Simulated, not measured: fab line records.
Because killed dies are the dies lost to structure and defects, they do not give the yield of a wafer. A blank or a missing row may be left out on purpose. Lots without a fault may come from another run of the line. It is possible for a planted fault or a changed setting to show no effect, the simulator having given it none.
fab line records	flow berkeley_cmos170
record: lots: 5	wafers: 23
route steps=331 shown NWELL@21 PWELL@36 SACOX@98 NVT@111 PVT@122 GATE@130 M3@331
start_h: the number of hours between the record's first day and the start of the first shown wafer of the lot	wait_h: how many hours have passed since the lot's step before this one	" identical to the entry in the row above	L1.1+2: one row covering several wafers at once	- either no value or no given start	* or withheld: withheld	< > ~ a bound
route shown NAME@n: a module of which the file shows steps, and the number in the route of the first	usual: mean/standard deviation taken from wafers without a fault	same: alike in all rows	chamber/n: place in a boat	sites: the reading at each site	_std_site: standard deviation of those values	_edge_site: mean of outer sites minus mean of inner sites	radius_mm: for every site, how far away it sits from the centre of the wafer	mask NAME#n: copy n	behind: the tool/chamber that last shaped the wafer	hold: reason for holding the lot/hours on hold/outcome of the hold	device: names the non-switching transistor (n, p or np)	end of line: tests of these same wafers at the route's end	a step given without rows: its recipe and nothing more	killed: not the wafer's yield, but the dies lost to structure and defects at the first sort	map: per-die view of a wafer (x killed, . not killed, _ where there is no die)
set.NAME: the setting the step ran with; set.NAME@STEP: the setting that earlier step ran with	model.NAME: the simulator's own value behind a step, which no gauge read
lots with deliberately changed settings; one table per step, one row per wafer
== steps ==
step: UCB170_NWELL_COAT_07
recipe: resist: KrF	spin_rpm: 1500	resist_thk_nm: 900
lot.wafer	tool	chamber	start_h	wait_h	set.resist_thk_nm	model.KrF_of_NWELL_COAT_07.thk_nm
L074.1	litho_track-03	0	28.46	0.1	900	898
L074.2	"	0	"	"	900	894
L074.4	"	0	"	"	952.9	945.9
L074.5	"	0	"	"	952.9	947.7
L074.6	"	0	"	"	952.9	946.1
L075.2	litho_track-02	0	36.37	0.1	900	902.1
L075.3	"	0	"	"	900	897.9
L075.4	"	0	"	"	924.9	925.5
L075.5	"	0	"	"	924.9	922.9
L075.6	"	0	"	"	924.9	923.6
L077.1	litho_track-03	0	42.98	0.1	900	899.5
L077.2	"	0	"	"	900	901.7
L077.3	"	0	"	"	900	900
L077.4	"	0	"	"	900	899.8
L077.6	"	0	"	"	900	898.6
L079.2	litho_track-01	0	50.97	0.1	900	898
L079.3	"	0	"	"	900	901
L079.5	"	0	"	"	900	899.5
L084.1	litho_track-02	0	79.16	0.1	900	902.1
L084.2	"	0	"	"	861.9	861.4
L084.3	"	0	"	"	861.9	863.9
L084.4	"	0	"	"	900	899.4
L084.5	"	0	"	"	900	897.5
step: UCB170_NWELL_IMPLANT_14
recipe: species: P	dose_cm2: 1e+13	energy_kev: 150	tilt_deg: 7
lot.wafer	tool	chamber	start_h	wait_h	set.energy_kev	model.implant.rp_nm	model.implant.drp_nm
L074.1+5+6	implanter-01	0	29.72	0.1	141.5	177.5	59.92
L074.2+4	"	0	"	"	150	188.7	62.72
L075.2+5+6	implanter-04	0	37.53	0.1	158.9	198.7	65.49
L075.3+4	"	0	"	"	150	187.2	62.72
L077.1+4	implanter-04	0	43.81	0.1	153.9	194.2	63.95
L077.2+3+6	"	0	"	"	150	189.1	62.72
L079.2+3+5	implanter-01	0	52.31	0.1	150	186.1	62.72
L084.1+2	implanter-01	0	79.99	0.1	150	186	62.72
L084.3+4+5	"	0	"	"	158.5	197	65.36
step: UCB170_NWELL_STRIP_15
recipe: chemistry: O2	power_w: 400	pressure_mtorr: 3500	platen_temp_c: withheld	o2_flow_sccm: 400	overash_fraction: 0.5
usual: strip_time_to_endpoint_s: 17.95/0.1
lot.wafer	tool	chamber	start_h	wait_h	set.resist_thk_nm@NWELL_COAT_07	strip_time_to_endpoint_s
L074.1	plasma_asher-04	0	29.87	0.1	900	17.91
L074.2	"	1	"	"	900	17.79
L074.4	"	0	"	"	952.9	19.12
L074.5	"	0	"	"	952.9	19.11
L074.6	"	1	"	"	952.9	19.06
L075.2	plasma_asher-04	1	37.66	0.1	900	17.95
L075.3	"	0	"	"	900	17.88
L075.4	"	1	"	"	924.9	18.66
L075.5	"	1	"	"	924.9	18.49
L075.6	"	0	"	"	924.9	18.50
L077.1	plasma_asher-03	1	43.96	0.1	900	17.87
L077.2	"	0	"	"	900	18.10
L077.3	"	1	"	"	900	18.00
L077.4	"	0	"	"	900	17.85
L077.6	"	1	"	"	900	18.05
L079.2	plasma_asher-02	0	52.43	0.1	900	18.08
L079.3	"	0	"	"	900	18.06
L079.5	"	0	"	"	900	17.96
L084.1	plasma_asher-04	0	80.14	0.1	900	18.02
L084.2	"	1	"	"	861.9	16.96
L084.3	"	0	"	"	861.9	17.24
L084.4	"	1	"	"	900	17.88
L084.5	"	0	"	"	900	17.90
step: UCB170_PWELL_OXIDATION_02
recipe: temp_c: 1000	ambient: O2	target_thk_a: 264	ox_time_s: 1260
lot.wafer	tool	chamber	start_h	wait_h	set.temp_c	model.SiO2_of_PWELL_OXIDATION_02.thk_nm
L074.1	-	-	-	1.2	1010	29.41
L074.2	"	-	"	"	1010	29.22
L074.4	"	-	"	"	1010	29.02
L074.5	"	-	"	"	1010	29.25
L074.6	"	-	"	"	1010	29.31
L075.2	-	-	-	2.0	975.4	20.86
L075.3+5	"	-	"	"	975.4	21.01
L075.4	"	-	"	"	975.4	20.71
L075.6	"	-	"	"	975.4	20.97
L077.1	-	-	-	3.8	973.8	20.8
L077.2	"	-	"	"	973.8	20.41
L077.3+6	"	-	"	"	973.8	20.28
L077.4	"	-	"	"	973.8	20.1
L079.2	furnace-02	0	59.28	1.8	1000	25.74
L079.3	"	0	"	"	1000	26.12
L079.5	"	0	"	"	1000	25.97
L084.1	-	-	-	2.3	1019	31.24
L084.2	"	-	"	"	1019	31.66
L084.3	"	-	"	"	1019	31.32
L084.4	"	-	"	"	1019	31.11
L084.5	"	-	"	"	1019	31.86
step: UCB170_PWELL_THK_MEAS_03
recipe: reads: SiO2_of_PWELL_OXIDATION_02
usual: PWELL_OXIDE_THK: 26.5/0.55
lot.wafer	tool	chamber	start_h	wait_h	set.temp_c@PWELL_OXIDATION_02	PWELL_OXIDE_THK[nm]
L074.1	film_metro-03	-	-	-	1010	29.4
L074.2	"	-	"	"	1010	29.2
L074.4	"	-	"	"	1010	29.0
L074.5	"	-	"	"	1010	29.3
L074.6	"	-	"	"	1010	29.3
L075.2	film_metro-04	-	-	-	975.4	20.9
L075.3	"	-	"	"	975.4	21.1
L075.4	"	-	"	"	975.4	20.7
L075.5	"	-	"	"	975.4	21.0
L075.6	"	-	"	"	975.4	21.0
L077.1	film_metro-03	-	-	-	973.8	20.8
L077.2	"	-	"	"	973.8	20.4
L077.3	"	-	"	"	973.8	20.3
L077.4	"	-	"	"	973.8	20.1
L077.6	"	-	"	"	973.8	20.3
L079.2	film_metro-02	-	60.64	0.0	1000	25.8
L079.3	"	-	"	"	1000	26.2
L079.5	"	-	"	"	1000	26.0
L084.1	film_metro-04	-	-	-	1019	31.2
L084.2	"	-	"	"	1019	31.7
L084.3	"	-	"	"	1019	31.3
L084.4	"	-	"	"	1019	31.1
L084.5	"	-	"	"	1019	31.9
step: UCB170_PWELL_EXPOSE_10
recipe: mask_id: PWELL	target_cd_nm: 3000	na: 0.5	sigma_outer: 0.6	source_shape: conventional	dose_mj: 19
lot.wafer	tool	chamber	start_h	wait_h	mask	set.dose_mj
L074.1+2+4+5+6	krf_scanner-02	0	42.83	0.2	PWELL#0	19
L075.2+3+4+5+6	krf_scanner-01	0	53.49	0.1	PWELL#0	19
L077.1+4+6	krf_scanner-01	0	60.78	0.2	PWELL#0	19
L077.2+3	"	0	"	"	PWELL#0	19.57
L079.2+3+5	krf_scanner-01	0	69.61	0.3	PWELL#0	19
L084.1+2+4	krf_scanner-01	0	95.42	0.1	PWELL#0	19
L084.3+5	"	0	"	"	PWELL#0	19.39
step: UCB170_PWELL_PEB_11
recipe: peb_temp_c: 130	peb_time_s: withheld	resist: KrF
step: UCB170_PWELL_DEVELOP_12
recipe: developer: TMAH	develop_time_s: 45	resist: KrF	dev_temp_c: 21
step: UCB170_PWELL_ETCH_14
recipe: chemistry: CH3F/Ar/O2	target: Si3N4	stop_on: SiO2	CH3F_flow_sccm: 20	Ar_flow_sccm: 50	O2_flow_sccm: 7	pressure_mtorr: 50	rf_w: 450	target_depth_a: 2420	over_etch_frac: 0.1	time_s: 151
lot.wafer	tool	chamber	start_h	wait_h	set.temp_c@PWELL_OXIDATION_02	model.SiO2_of_PWELL_OXIDATION_02.thk_nm
L074.1	rie_diel-02	3	43.30	0.0	1010	25.07
L074.2	"	1	"	"	1010	25.47
L074.4	"	3	"	"	1010	24.68
L074.5	"	1	"	"	1010	25.51
L074.6	"	0	"	"	1010	25.56
L075.2	rie_diel-01	1	54.06	0.0	975.4	16.52
L075.3	"	3	"	"	975.4	17.21
L075.4	"	2	"	"	975.4	16.37
L075.5	"	1	"	"	975.4	16.66
L075.6	"	0	"	"	975.4	17.27
L077.1	rie_diel-01	1	61.59	0.0	973.8	16.45
L077.2	"	3	"	"	973.8	16.57
L077.3+6	"	2	"	"	973.8	15.93
L077.4	"	0	"	"	973.8	16.35
L079.2	rie_diel-03	3	70.04	0.0	1000	21.8
L079.3	"	0	"	"	1000	22.23
L079.5	"	2	"	"	1000	22.29
L084.1	rie_diel-02	2	95.97	0.0	1019	27.52
L084.2	"	3	"	"	1019	27.32
L084.3	"	1	"	"	1019	27.58
L084.4	"	0	"	"	1019	27.4
L084.5	"	0	"	"	1019	28.09
step: UCB170_SACOX_OXIDATION_01
recipe: temp_c: 900	ambient: O2	target_thk_a: 144	ox_time_s: 2400
lot.wafer	tool	chamber	start_h	wait_h	set.ox_time_s	model.SiO2_of_SACOX_OXIDATION_01.thk_nm
L074.1	-	-	-	2.5	2624	15.15
L074.2	"	-	"	"	2624	15.08
L074.4	"	-	"	"	2624	15.12
L074.5	"	-	"	"	2624	14.93
L074.6	"	-	"	"	2624	15.13
L075.2+5	-	-	-	0.2	2077	12.91
L075.3	"	-	"	"	2077	13.17
L075.4	"	-	"	"	2077	13.07
L075.6	"	-	"	"	2077	12.83
L077.1+2+3	-	-	-	4.3	2400	13.9
L077.4+6	"	-	"	"	2400	13.87
L079.2	furnace-04	0	113.70	2.1	2400	14.22
L079.3	"	0	"	"	2400	14.16
L079.5	"	0	"	"	2400	14.41
L084.1	-	-	-	4.2	2184	13.37
L084.2	"	-	"	"	2184	13.49
L084.3	"	-	"	"	2184	13.31
L084.4	"	-	"	"	2184	13.38
L084.5	"	-	"	"	2184	13.43
step: UCB170_SACOX_THK_MEAS_02
recipe: reads: SiO2_of_SACOX_OXIDATION_01
usual: SACOX_OXIDE_THK: 14.28/0.22
lot.wafer	tool	chamber	start_h	wait_h	set.ox_time_s@SACOX_OXIDATION_01	SACOX_OXIDE_THK[nm]
L074.1	film_metro-03	-	-	-	2624	15.14
L074.2	"	-	"	"	2624	15.00
L074.4	"	-	"	"	2624	15.10
L074.5	"	-	"	"	2624	14.95
L074.6	"	-	"	"	2624	15.16
L075.2	film_metro-04	-	-	-	2077	12.98
L075.3	"	-	"	"	2077	13.15
L075.4	"	-	"	"	2077	13.08
L075.5	"	-	"	"	2077	12.90
L075.6	"	-	"	"	2077	12.85
L077.1	film_metro-04	-	-	-	2400	13.87
L077.2	"	-	"	"	2400	13.91
L077.3	"	-	"	"	2400	13.90
L077.4	"	-	"	"	2400	13.90
L077.6	"	-	"	"	2400	13.89
L079.2	film_metro-04	-	115.38	0.0	2400	14.21
L079.3	"	-	"	"	2400	14.19
L079.5	"	-	"	"	2400	14.46
L084.1	film_metro-04	-	-	-	2184	13.40
L084.2	"	-	"	"	2184	13.52
L084.3	"	-	"	"	2184	13.34
L084.4	"	-	"	"	2184	13.37
L084.5	"	-	"	"	2184	13.45
step: UCB170_NVT_IMPLANT_07
recipe: species: BF2	dose_cm2: 3e+12	energy_kev: 50	tilt_deg: 7
lot.wafer	tool	chamber	start_h	wait_h	set.energy_kev	model.implant.rp_nm	model.implant.drp_nm
L074.1+6	implanter-04	0	95.03	0.0	51.88	37.11	19.07
L074.2+4+5	"	0	"	"	50	35.78	18.57
L075.2+3+6	implanter-01	0	104.94	0.0	50	37.58	18.57
L075.4+5	"	0	"	"	52.93	39.76	19.35
L077.1+3+4	implanter-03	0	116.71	0.0	51.91	39.55	19.08
L077.2+6	"	0	"	"	50	38.11	18.57
L079.2+3+5	implanter-04	0	124.94	0.0	50	36.27	18.57
L084.1+2+3+4+5	implanter-01	0	151.69	0.0	50	37	18.57
step: UCB170_NVT_STRIP_08
recipe: chemistry: O2	power_w: 400	pressure_mtorr: 3500	platen_temp_c: withheld	o2_flow_sccm: 400	overash_fraction: 0.5
step: UCB170_NVT_TW_MEAS_09
usual: NVT_TW: 528/3.8
lot.wafer	tool	chamber	start_h	wait_h	set.energy_kev@NVT_IMPLANT_07	NVT_TW
L074.1	film_metro-02	-	95.28	0.1	51.88	538
L074.2	"	-	"	"	50	533
L074.4	"	-	"	"	50	532
L074.5	"	-	"	"	50	530
L074.6	"	-	"	"	51.88	536
L075.2	film_metro-03	-	105.17	0.1	50	527
L075.3	"	-	"	"	50	528
L075.4	"	-	"	"	52.93	533
L075.5	"	-	"	"	52.93	533
L075.6	"	-	"	"	50	526
L077.1	film_metro-03	-	116.96	0.1	51.91	530
L077.2	"	-	"	"	50	522
L077.3	"	-	"	"	51.91	530
L077.4	"	-	"	"	51.91	531
L077.6	"	-	"	"	50	526
L079.2	film_metro-03	-	125.18	0.1	50	524
L079.3	"	-	"	"	50	523
L079.5	"	-	"	"	50	523
L084.1	film_metro-02	-	151.94	0.1	50	532
L084.2	"	-	"	"	50	532
L084.3	"	-	"	"	50	535
L084.4	"	-	"	"	50	531
L084.5	"	-	"	"	50	532
step: UCB170_PVT_IMPLANT_07
recipe: species: P	dose_cm2: 2e+12	energy_kev: 30	tilt_deg: 7
lot.wafer	tool	chamber	start_h	wait_h	set.energy_kev	model.implant.rp_nm	model.implant.drp_nm
L074.1+2+4+5+6	implanter-01	0	97.08	0.0	30	37.36	16.56
L075.2+4+5	implanter-02	0	106.30	0.0	30	36.95	16.56
L075.3+6	"	0	"	"	31.48	38.68	17.25
L077.1+2	implanter-04	0	118.45	0.0	30	35.3	16.56
L077.3+4+6	"	0	"	"	30.99	36.4	17.02
L079.2+3+5	implanter-01	0	126.31	0.0	30	35.93	16.56
L084.1+2+3+4+5	implanter-04	0	154.13	0.0	30	36.45	16.56
step: UCB170_GATE_CVD_04
recipe: material: poly-Si	temp_c: 610	precursor: SiH4	time_s: 1440	pressure_mtorr: 375	target_thk_nm: 214	sih4_flow_sccm: 120
lot.wafer	tool	chamber	start_h	wait_h	set.temp_c	model.poly-Si_of_GATE_CVD_04.thk_nm
L074.1+5	-	-	-	0.5	627.9	325.3
L074.2+6	"	-	"	"	627.9	325.4
L074.4	"	-	"	"	627.9	324.5
L075.2	-	-	-	1.5	614.8	243.1
L075.3	"	-	"	"	614.8	243.2
L075.4	"	-	"	"	614.8	242.7
L075.5	"	-	"	"	614.8	240
L075.6	"	-	"	"	614.8	242.2
L077.1	-	-	-	0.0	592.3	140.6
L077.2	"	-	"	"	592.3	142.2
L077.3	"	-	"	"	592.3	140.1
L077.4	"	-	"	"	592.3	141.6
L077.6	"	-	"	"	592.3	141.1
L079.2	lpcvd-02	1	136.10	0.0	610	213.1
L079.3	"	1	"	"	610	215.7
L079.5	"	1	"	"	610	216.5
L084.1	-	-	-	0.4	610	213.7
L084.2	"	-	"	"	610	217.3
L084.3	"	-	"	"	610	214.4
L084.4	"	-	"	"	610	215.7
L084.5	"	-	"	"	610	216.1
step: UCB170_GATE_THK_MEAS_05
recipe: reads: poly-Si_of_GATE_CVD_04
usual: GATE_POLY_THK: 215.7/1.6
lot.wafer	tool	chamber	start_h	wait_h	set.temp_c@GATE_CVD_04	GATE_POLY_THK[nm]
L074.1	film_metro-04	-	-	-	627.9	325.5
L074.2	"	-	"	"	627.9	325.1
L074.4	"	-	"	"	627.9	324.2
L074.5	"	-	"	"	627.9	325.3
L074.6	"	-	"	"	627.9	325.3
L075.2	film_metro-04	-	-	-	614.8	243.0
L075.3	"	-	"	"	614.8	243.2
L075.4	"	-	"	"	614.8	242.5
L075.5	"	-	"	"	614.8	239.9
L075.6	"	-	"	"	614.8	242.3
L077.1	film_metro-04	-	-	-	592.3	140.7
L077.2	"	-	"	"	592.3	142.1
L077.3	"	-	"	"	592.3	140.2
L077.4	"	-	"	"	592.3	141.6
L077.6	"	-	"	"	592.3	140.9
L079.2	film_metro-03	-	137.51	0.0	610	213.0
L079.3	"	-	"	"	610	215.7
L079.5	"	-	"	"	610	216.5
L084.1	film_metro-01	-	-	-	610	213.6
L084.2	"	-	"	"	610	217.2
L084.3	"	-	"	"	610	214.3
L084.4	"	-	"	"	610	215.6
L084.5	"	-	"	"	610	216.0
step: UCB170_GATE_EXPOSE_09
recipe: mask_id: POLY	target_cd_nm: 350	na: 0.5	sigma_outer: 0.6	source_shape: conventional	dose_mj: 21
lot.wafer	tool	chamber	start_h	wait_h	mask	set.dose_mj
L074.1+2+6	krf_scanner-01	0	108.63	-	POLY#0	21
L074.4+5	"	0	"	"	POLY#0	19.92
L075.2+3+4	krf_scanner-01	0	120.36	-	POLY#0	21
L075.5+6	"	0	"	"	POLY#0	20.48
L077.1+2+3+4+6	krf_scanner-02	0	128.41	-	POLY#0	21
L079.2+3+5	krf_scanner-02	0	138.03	-	POLY#0	21
L084.1+4+5	krf_scanner-02	0	165.38	-	POLY#0	20.16
L084.2+3	"	0	"	"	POLY#0	21
step: UCB170_GATE_PEB_10
recipe: peb_temp_c: 129.6	peb_time_s: withheld	resist: KrF
step: UCB170_GATE_DEVELOP_11
recipe: developer: TMAH	develop_time_s: 45	resist: KrF	dev_temp_c: 21
step: UCB170_GATE_CD_MEAS_12
recipe: target_cd_nm: 350
usual: cd_nm: 350.0/1.1
lot.wafer	tool	chamber	start_h	wait_h	set.dose_mj@GATE_EXPOSE_09	cd_nm
L074.1	cd_sem-01	-	109.02	-	21	350.8
L074.2	"	-	"	"	21	351.8
L074.4	"	-	"	"	19.92	361.8
L074.5	"	-	"	"	19.92	359.8
L074.6	"	-	"	"	21	351.4
L075.2	cd_sem-01	-	120.91	-	21	348.9
L075.3	"	-	"	"	21	348.9
L075.4	"	-	"	"	21	347.9
L075.5	"	-	"	"	20.48	352.6
L075.6	"	-	"	"	20.48	353.0
L077.1	cd_sem-02	-	128.80	-	21	350.4
L077.2	"	-	"	"	21	349.1
L077.3	"	-	"	"	21	349.1
L077.4	"	-	"	"	21	349.2
L077.6	"	-	"	"	21	348.7
L079.2	cd_sem-01	-	138.43	-	21	351.2
L079.3	"	-	"	"	21	350.5
L079.5	"	-	"	"	21	350.5
L084.1	cd_sem-02	-	165.93	-	20.16	358.3
L084.2	"	-	"	"	21	350.9
L084.3	"	-	"	"	21	350.1
L084.4	"	-	"	"	20.16	358.7
L084.5	"	-	"	"	20.16	357.0
step: UCB170_GATE_ETCH_14
recipe: chemistry: N2/H2	target_depth_a: withheld	overetch_a: withheld	target: BARC	time_s: withheld	source_w: 500	bias_w: 100	pressure_mtorr: 30	n2_flow_sccm: 100	h2_flow_sccm: 200
step: UCB170_GATE_ETCH_15
recipe: chemistry: HBr/Cl2	target: poly-Si	stop_on: SiO2	over_etch_frac: 0.3	icp_w: 300	bias_w: 150	time_s: 56.3	pressure_mtorr: 15	HBr_flow_sccm: 150	Cl2_flow_sccm: 50	target_depth_a: 2782
usual: oes_product_au: 0.839/0.0083
lot.wafer	tool	chamber	start_h	wait_h	set.temp_c@GATE_CVD_04	set.dose_mj@GATE_EXPOSE_09	oes_product_au	model.GATE.feature_depth_nm	model.etch.depth_nm	model.GATE.cd_nm
L074.1	rie_si-01	1	109.22	-	627.9	21	1.023	284.6	284.6	352.1
L074.2	"	3	"	"	627.9	21	1.009	279.9	279.9	351.1
L074.4	"	0	"	"	627.9	19.92	0.984	272.2	-	361.6
L074.5	"	3	"	"	627.9	19.92	1.010	279.5	279.5	360.6
L074.6	"	1	"	"	627.9	21	1.015	282.8	-	351
L075.2	rie_si-02	2	121.09	-	614.8	21	0.921	243.1	243.1	348.1
L075.3	"	3	"	"	614.8	21	0.905	243.3	-	348.3
L075.4	"	0	"	"	614.8	21	0.909	242.7	242.7	348.2
L075.5	"	0	"	"	614.8	20.48	0.893	240	-	351.7
L075.6	"	3	"	"	614.8	20.48	0.907	242.3	242.2	352.4
L077.1	rie_si-02	1	129.00	-	592.3	21	0.638	140.6	140.6	350.4
L077.2	"	0	"	"	592.3	21	0.638	142.2	142.2	349
L077.3	"	2	"	"	592.3	21	0.660	140.1	-	349.5
L077.4	"	3	"	"	592.3	21	0.642	141.6	-	349.3
L077.6	"	0	"	"	592.3	21	0.643	141.1	141.1	349.8
L079.2	rie_si-01	2	138.60	-	610	21	0.825	213.1	213.1	351.8
L079.3	"	3	"	"	610	21	0.855	215.7	215.7	350.3
L079.5	"	0	"	"	610	21	0.837	216.5	216.5	351.1
L084.1	rie_si-02	3	166.13	-	610	20.16	0.831	213.8	213.7	358.8
L084.2	"	2	"	"	610	21	0.847	217.3	-	351.6
L084.3	"	0	"	"	610	21	0.824	214.4	214.4	350.2
L084.4	"	0	"	"	610	20.16	0.833	215.7	-	358.9
L084.5	"	3	"	"	610	20.16	0.840	216.2	216.1	357.3
step: UCB170_GATE_STRIP_16
recipe: chemistry: O2	power_w: 400	pressure_mtorr: 3500	platen_temp_c: withheld	o2_flow_sccm: 400	overash_fraction: 0.5
step: UCB170_GATE_CD_MEAS_90
recipe: target_cd_nm: 350
usual: cd_nm: 350.1/1.2
lot.wafer	tool	chamber	start_h	wait_h	set.dose_mj@GATE_EXPOSE_09	cd_nm
L074.1	cd_sem-01	-	109.37	0.1	21	352.0
L074.2	"	-	"	"	21	351.0
L074.4	"	-	"	"	19.92	361.3
L074.5	"	-	"	"	19.92	360.7
L074.6	"	-	"	"	21	350.9
L075.2	cd_sem-01	-	121.31	0.1	21	348.1
L075.3	"	-	"	"	21	348.2
L075.4	"	-	"	"	21	348.3
L075.5	"	-	"	"	20.48	351.7
L075.6	"	-	"	"	20.48	352.4
L077.1	cd_sem-02	-	129.14	0.1	21	350.4
L077.2	"	-	"	"	21	349.8
L077.3	"	-	"	"	21	349.4
L077.4	"	-	"	"	21	349.7
L077.6	"	-	"	"	21	349.7
L079.2	cd_sem-02	-	138.77	0.1	21	352.0
L079.3	"	-	"	"	21	350.5
L079.5	"	-	"	"	21	351.4
L084.1	cd_sem-02	-	166.27	0.1	20.16	358.8
L084.2	"	-	"	"	21	351.5
L084.3	"	-	"	"	21	350.4
L084.4	"	-	"	"	20.16	359.3
L084.5	"	-	"	"	20.16	357.3
step: UCB170_M3_PROBE_99
lot.wafer	tool	chamber	start_h	wait_h	set.resist_thk_nm@NWELL_COAT_07	set.dose_mj@GATE_EXPOSE_09	model.etest.npoly_line.width_nm	model.etest.ppoly_line.width_nm
L074.1+2	prober-01	-	147.38	0.1	900	21	-	-
L074.4+5	prober-01	-	147.53	0.2	952.9	19.92	-	-
L074.6	prober-01	-	147.63	0.2	952.9	21	-	-
L075.2	prober-02	-	157.20	0.1	900	21	322.3	321.6
L075.3	prober-02	-	157.25	0.2	900	21	319.1	320.3
L075.4	prober-02	-	157.30	0.2	924.9	21	321.5	318.9
L075.5	prober-02	-	157.35	0.2	924.9	20.48	324.2	323.9
L075.6	prober-02	-	157.40	0.2	924.9	20.48	325.2	324.4
L079.2	prober-01	-	177.51	0.1	900	21	322.3	322.9
L079.3	prober-01	-	177.56	0.2	900	21	322.4	321.9
L079.5	prober-01	-	177.66	0.2	900	21	322.2	322.6
L084.1	prober-01	-	203.90	0.1	900	20.16	331	329
L084.2	prober-01	-	203.95	0.1	861.9	21	325.8	324.5
L084.3	prober-01	-	204.00	0.2	861.9	21	324.1	321.1
L084.4	prober-01	-	204.05	0.2	900	20.16	332.4	332.2
L084.5	prober-01	-	204.10	0.2	900	20.16	331.5	330.7
killed by level:class
L079.2 SACOX:geometric_particle:short=1 GATE:geometric_particle:short=1 SILICIDE:geometric_particle:open=1 V2:geometric_particle:short=1
L079.3 M2:geometric_particle:short=2 SCREENOX:geometric_particle:open=1 SILICIDE:geometric_particle:open=1 CONTACT:geometric_particle:short=1
L079.5 GATE:geometric_particle:open=2 GATE:geometric_particle:short=1
== key ==
split: step: UCB170_NWELL_COAT_07	setting: resist_thk_nm	stated: 900	by: wafer
response: step: UCB170_NWELL_COAT_07	reading: model.KrF_of_NWELL_COAT_07.thk_nm	change: +8.66	per: 1%	r: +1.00
response: step: UCB170_NWELL_STRIP_15	reading: strip_time_to_endpoint_s	change: *	per: 1%	r: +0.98
response: step: UCB170_M3_PROBE_99	reading: model.etest.npoly_line.width_nm	change: +1.43	per: 1%	r: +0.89
split: step: UCB170_NWELL_IMPLANT_14	setting: energy_kev	stated: 150	by: wafer
response: step: UCB170_NWELL_IMPLANT_14	reading: model.implant.rp_nm	change: +1.95	per: 1%	r: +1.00
response: step: UCB170_NWELL_IMPLANT_14	reading: model.implant.drp_nm	change: +0.475	per: 1%	r: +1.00
split: step: UCB170_PWELL_OXIDATION_02	setting: temp_c	stated: 1000	by: lot
response: step: UCB170_PWELL_OXIDATION_02	reading: model.SiO2_of_PWELL_OXIDATION_02.thk_nm	change: +2.42	per: 1%	r: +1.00
response: step: UCB170_PWELL_THK_MEAS_03	reading: PWELL_OXIDE_THK	change: +2.42	per: 1%	r: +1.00
response: step: UCB170_PWELL_ETCH_14	reading: model.SiO2_of_PWELL_OXIDATION_02.thk_nm	change: +2.47	per: 1%	r: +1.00
split: step: UCB170_PWELL_EXPOSE_10	setting: dose_mj	stated: 19	by: wafer
response none clear
split: step: UCB170_SACOX_OXIDATION_01	setting: ox_time_s	stated: 2400	by: lot
response: step: UCB170_SACOX_OXIDATION_01	reading: model.SiO2_of_SACOX_OXIDATION_01.thk_nm	change: +0.0894	per: 1%	r: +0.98
response: step: UCB170_SACOX_THK_MEAS_02	reading: SACOX_OXIDE_THK	change: +0.0883	per: 1%	r: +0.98
split: step: UCB170_NVT_IMPLANT_07	setting: energy_kev	stated: 50	by: wafer
response: step: UCB170_NVT_IMPLANT_07	reading: model.implant.rp_nm	change: +0.369	per: 1%	r: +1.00
response: step: UCB170_NVT_IMPLANT_07	reading: model.implant.drp_nm	change: +0.134	per: 1%	r: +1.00
response: step: UCB170_NVT_TW_MEAS_09	reading: NVT_TW	change: +1.27	per: 1%	r: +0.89
split: step: UCB170_PVT_IMPLANT_07	setting: energy_kev	stated: 30	by: wafer
response: step: UCB170_PVT_IMPLANT_07	reading: model.implant.rp_nm	change: +0.346	per: 1%	r: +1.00
response: step: UCB170_PVT_IMPLANT_07	reading: model.implant.drp_nm	change: +0.139	per: 1%	r: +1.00
split: step: UCB170_GATE_CVD_04	setting: temp_c	stated: 610	by: lot
response: step: UCB170_GATE_CVD_04	reading: model.poly-Si_of_GATE_CVD_04.thk_nm	change: +31.3	per: 1%	r: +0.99
response: step: UCB170_GATE_THK_MEAS_05	reading: GATE_POLY_THK	change: +31.3	per: 1%	r: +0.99
response: step: UCB170_GATE_ETCH_15	reading: oes_product_au	change: +0.0633	per: 1%	r: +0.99
response: step: UCB170_GATE_ETCH_15	reading: model.GATE.feature_depth_nm	change: +24.1	per: 1%	r: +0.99
response: step: UCB170_GATE_ETCH_15	reading: model.etch.depth_nm	change: +24.4	per: 1%	r: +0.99
split: step: UCB170_GATE_EXPOSE_09	setting: dose_mj	stated: 21	by: wafer
response: step: UCB170_GATE_CD_MEAS_12	reading: cd_nm	change: -1.83	per: 1%	r: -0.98
response: step: UCB170_GATE_ETCH_15	reading: model.GATE.cd_nm	change: -1.84	per: 1%	r: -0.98
response: step: UCB170_GATE_CD_MEAS_90	reading: cd_nm	change: -1.84	per: 1%	r: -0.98
response: step: UCB170_M3_PROBE_99	reading: model.etest.npoly_line.width_nm	change: -1.63	per: 1%	r: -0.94
response: step: UCB170_M3_PROBE_99	reading: model.etest.ppoly_line.width_nm	change: -1.85	per: 1%	r: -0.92
